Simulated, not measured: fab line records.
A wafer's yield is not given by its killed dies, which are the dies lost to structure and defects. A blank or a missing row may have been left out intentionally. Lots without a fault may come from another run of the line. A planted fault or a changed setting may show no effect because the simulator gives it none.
Chamber matching + flow berkeley-cmos170 + 4 sister chambers for UCB170_NWELL_ETCH_13 on rie-diel-03
The step etches Si3N4 in CH3F/Ar/O2, stops on SiO2, target depth 246.4 nm, time 154 s. 7 wafers are shown with their chamber, then 7 later ones without.

== WAFERS PAIRED WITH THEIR CHAMBERS ==
| wafer  | chamber | throttle-valve-pct (%) | drypump-motor-current-A (A) |
|--------|---------|------------------------|-----------------------------|
| L186.1 | 3       | 7.91                   | 5.8                         |
| L186.5 | 1       | 8.17                   | 5.8                         |
| L186.6 | 0       | 7.88                   | 5.2                         |
| L190.4 | 1       | 8.16                   | 5.7                         |
| L190.5 | 2       | 8.21                   | 5.0                         |
| L194.1 | 2       | 8.22                   | 5.0                         |
| L194.3 | 3       | 7.92                   | 5.8                         |

== WAFERS WHOSE CHAMBER IS MISSING ==
| wafer  | throttle-valve-pct (%) | drypump-motor-current-A (A) |
|--------|------------------------|-----------------------------|
| L194.6 | 8.16                   | 5.8                         |
| L195.3 | 8.22                   | 5.0                         |
| L195.4 | 8.15                   | 5.8                         |
| L195.6 | 8.16                   | 5.8                         |
| L196.2 | 7.89                   | 5.2                         |
| L196.3 | 8.16                   | 5.8                         |
| L196.6 | 8.16                   | 5.8                         |

== EACH ONE'S CHAMBER ==
| wafer  | from the rows above | in truth |
|--------|---------------------|----------|
| L194.6 | 1                   | 1        |
| L195.3 | 2                   | 2        |
| L195.4 | 1                   | 1        |
| L195.6 | 1                   | 1        |
| L196.2 | 0                   | 0        |
| L196.3 | 1                   | 1        |
| L196.6 | 1                   | 1        |
Correct placement for 7 of the 7. Number that these rows cannot place: 0. Number placed wrongly: 0.
How it was worked out, from the rows above alone: a wafer's distance from a chamber is the root of the sum, over the readings, of the square of ((its reading less the chamber's mean) divided by the reading's scatter). If the next closest chamber is less than 2 further off than the closest, the wafer can't be placed; otherwise it belongs to the closest. For every chamber, the mean is computed from those of its wafers that are shown. The scatter: take each reading less its chamber's mean, square it, sum over the shown wafers, divide by the number of wafers less the number of chambers, and take the root.
